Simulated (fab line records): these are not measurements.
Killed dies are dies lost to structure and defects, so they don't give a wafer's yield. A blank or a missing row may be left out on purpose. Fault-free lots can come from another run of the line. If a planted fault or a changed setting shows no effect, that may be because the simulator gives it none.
Which tool did it? :: flow berkeleyCmos170 :: 15 lots, 43 wafers sampled, at 3 steps of a route of 331

WHAT EACH GAUGE READ, for each wafer
UCB170_NLDD_CD_MEAS_06 targets a cd of 1200 nm.
lot: L629
measured: day 6 23:02
on: cdSem-02
cdNm (nm): 1201.1 1201.5 1200.6

lot: L628
measured: day 6 23:16
on: cdSem-01
cdNm (nm): 1200.1 1200.4 1201.4

lot: L632
measured: day 7 18:43
on: cdSem-02
cdNm (nm): 1199.2 1199.3 1199.2

lot: L637
measured: day 8 02:01
on: cdSem-01
cdNm (nm): 1199.5 1200.2

lot: L635
measured: day 8 02:18
on: cdSem-01
cdNm (nm): 1199.6 1201.3

lot: L634
measured: day 8 02:26
on: cdSem-02
cdNm (nm): 1197.4 1199.0 1196.5

lot: L639
measured: day 8 14:21
on: cdSem-02
cdNm (nm): 1201.3 1200.2 1198.8

lot: L640
measured: day 8 14:57
on: cdSem-02
cdNm (nm): 1198.6 1197.7 1199.2

lot: L645
measured: day 9 13:52
on: cdSem-02
cdNm (nm): 1201.3 1202.4 1201.8

lot: L643
measured: day 9 14:23
on: cdSem-02
cdNm (nm): 1201.5 1201.4 1200.7

lot: L646
measured: day 10 07:58
on: cdSem-02
cdNm (nm): 1201.4 1201.2 1199.8

lot: L648
measured: day 10 08:12
on: cdSem-01
cdNm (nm): 1202.7 1202.8 1202.3

lot: L647
measured: day 10 08:31
on: cdSem-01
cdNm (nm): 1199.3 1198.9 1198.9

lot: L650
measured: day 10 19:28
on: cdSem-02
cdNm (nm): 1201.7 1200.1 1201.2

lot: L651
measured: day 11 02:37
on: cdSem-02
cdNm (nm): 1202.4 1201.6 1199.8

UCB170_V2_BOW_MEAS_03.
lot: L629
measured: day 8 08:14
on: filmMetro-04
V2_BOW (um): 45 38 46

lot: L628
measured: day 8 08:58
on: filmMetro-04
V2_BOW (um): 48 36 37

lot: L632
measured: day 9 01:51
on: filmMetro-04
V2_BOW (um): 36 32 36

lot: L637
measured: day 9 11:25
on: filmMetro-02
V2_BOW (um): 38 38

lot: L635
measured: day 9 12:37
on: filmMetro-02
V2_BOW (um): 32 51

lot: L634
measured: day 9 12:14
on: filmMetro-04
V2_BOW (um): 47 30 39

lot: L639
measured: day 9 21:53
on: filmMetro-02
V2_BOW (um): 32 33 30

lot: L640
measured: day 9 21:37
on: filmMetro-04
V2_BOW (um): 36 35 38

lot: L645
measured: day 11 01:38
on: filmMetro-04
V2_BOW (um): 39 39 35

lot: L643
measured: day 11 00:11
on: filmMetro-04
V2_BOW (um): 38 43 48

lot: L646
measured: day 11 20:32
on: filmMetro-04
V2_BOW (um): 38 37 47

lot: L648
measured: day 11 19:46
on: filmMetro-04
V2_BOW (um): 47 41 38

lot: L647
measured: day 11 19:31
on: filmMetro-04
V2_BOW (um): 28 32 25

lot: L650
measured: day 12 02:59
on: filmMetro-01
V2_BOW (um): 56 29 51

lot: L651
measured: day 12 10:13
on: filmMetro-01
V2_BOW (um): 39 46 35

TOOL THAT RAN EACH LOT (tool first, then ch and the chambers of the sampled wafers, then the start)
lot: L629
UCB170_V1_ETCH_14: rieDiel-01 ch 1,2, day 8 04:13

lot: L628
UCB170_V1_ETCH_14: rieDiel-03 ch 0,1,2, day 8 04:32

lot: L632
UCB170_V1_ETCH_14: rieDiel-01 ch 0,1,2, day 8 20:54

lot: L637
UCB170_V1_ETCH_14: rieDiel-01 ch 1,3, day 9 06:24

lot: L635
UCB170_V1_ETCH_14: rieDiel-01 ch 0,2, day 9 07:01

lot: L634
UCB170_V1_ETCH_14: rieDiel-04 ch 0,3, day 9 06:35

lot: L639
UCB170_V1_ETCH_14: rieDiel-01 ch 2,3, day 9 18:11

lot: L640
UCB170_V1_ETCH_14: rieDiel-04 ch 0,1,2, day 9 18:04

lot: L645
UCB170_V1_ETCH_14: rieDiel-04 ch 0,2, day 10 21:10

lot: L643
UCB170_V1_ETCH_14: rieDiel-03 ch 0,1,2, day 10 19:59

lot: L646
UCB170_V1_ETCH_14: rieDiel-04 ch 0,1, day 11 16:13

lot: L648
UCB170_V1_ETCH_14: rieDiel-03 ch 1,3, day 11 15:51

lot: L647
UCB170_V1_ETCH_14: rieDiel-04 ch 0,1, day 11 15:37

lot: L650
UCB170_V1_ETCH_14: rieDiel-04 ch 0,1,3, day 11 23:02

lot: L651
UCB170_V1_ETCH_14: rieDiel-03 ch 1,2,3, day 12 06:23
- UCB170_V1_ETCH_14: etches SiO2 in CHF3/CF4/Ar, stops on Al, target depth 1250 nm, time 279.2 s.

AS READ BY THE TOOLS THEMSELVES (means over the sampled wafers that have a number; for cases with no such wafer, the mark the record gives instead)
UCB170_V1_ETCH_14.
lot: L629
tool: rieDiel-01
drypumpMotorCurrentA (A): 5.9
oesProductAu (a.u.): 0.909
throttleValvePct (%): 6.80

lot: L628
tool: rieDiel-03
drypumpMotorCurrentA (A): 5.7
oesProductAu (a.u.): 0.891
throttleValvePct (%): 6.96

lot: L632
tool: rieDiel-01
drypumpMotorCurrentA (A): 6.1
oesProductAu (a.u.): 0.904
throttleValvePct (%): 6.93

lot: L637
tool: rieDiel-01
drypumpMotorCurrentA (A): 5.5
oesProductAu (a.u.): 0.897
throttleValvePct (%): 6.95

lot: L635
tool: rieDiel-01
drypumpMotorCurrentA (A): 6.2
oesProductAu (a.u.): 0.907
throttleValvePct (%): 7.02

lot: L634
tool: rieDiel-04
drypumpMotorCurrentA (A): 5.9
oesProductAu (a.u.): 0.890
throttleValvePct (%): 6.91

lot: L639
tool: rieDiel-01
drypumpMotorCurrentA (A): 5.6
oesProductAu (a.u.): 0.898
throttleValvePct (%): 6.97

lot: L640
tool: rieDiel-04
drypumpMotorCurrentA (A): 5.7
oesProductAu (a.u.): 0.904
throttleValvePct (%): 6.95

lot: L645
tool: rieDiel-04
drypumpMotorCurrentA (A): 5.8
oesProductAu (a.u.): 0.902
throttleValvePct (%): 7.02

lot: L643
tool: rieDiel-03
drypumpMotorCurrentA (A): 5.7
oesProductAu (a.u.): 0.897
throttleValvePct (%): 6.95

lot: L646
tool: rieDiel-04
drypumpMotorCurrentA (A): 5.6
oesProductAu (a.u.): 0.906
throttleValvePct (%): 6.88

lot: L648
tool: rieDiel-03
drypumpMotorCurrentA (A): 5.4
oesProductAu (a.u.): 0.896
throttleValvePct (%): 6.99

lot: L647
tool: rieDiel-04
drypumpMotorCurrentA (A): 5.6
oesProductAu (a.u.): 0.900
throttleValvePct (%): 6.94

lot: L650
tool: rieDiel-04
drypumpMotorCurrentA (A): 5.9
oesProductAu (a.u.): 0.896
throttleValvePct (%): 6.85

lot: L651
tool: rieDiel-03
drypumpMotorCurrentA (A): 5.5
oesProductAu (a.u.): 0.899
throttleValvePct (%): 6.98

THE ANSWER, worked out from the rows above alone
Rule: usual is defined by the lots themselves. The widest of any qualifying gaps counts: lots, ordered by their means at a reading, are off when they make up no more than a third of the lots, leave a main group of 4 or more, and stand apart from it by 3 or more times the standard deviation of that group's means. A main group whose means are all the same, to the digits that the tables above print for the reading, isn't used. A lot without any number at a reading at which 4 lots or more have one is off too. Any other lot the step has rows for is counted as sound. First the gauges in route order, then the tools' own readings, where a lot's mean is used as printed above. At the first step where some lot is off, the reading lying furthest off is the one used; lots without a number count as furthest.
No lot is off on any of the readings shown, so nothing can be concluded from this.

WHAT THE SIMULATOR HAD INSERTED
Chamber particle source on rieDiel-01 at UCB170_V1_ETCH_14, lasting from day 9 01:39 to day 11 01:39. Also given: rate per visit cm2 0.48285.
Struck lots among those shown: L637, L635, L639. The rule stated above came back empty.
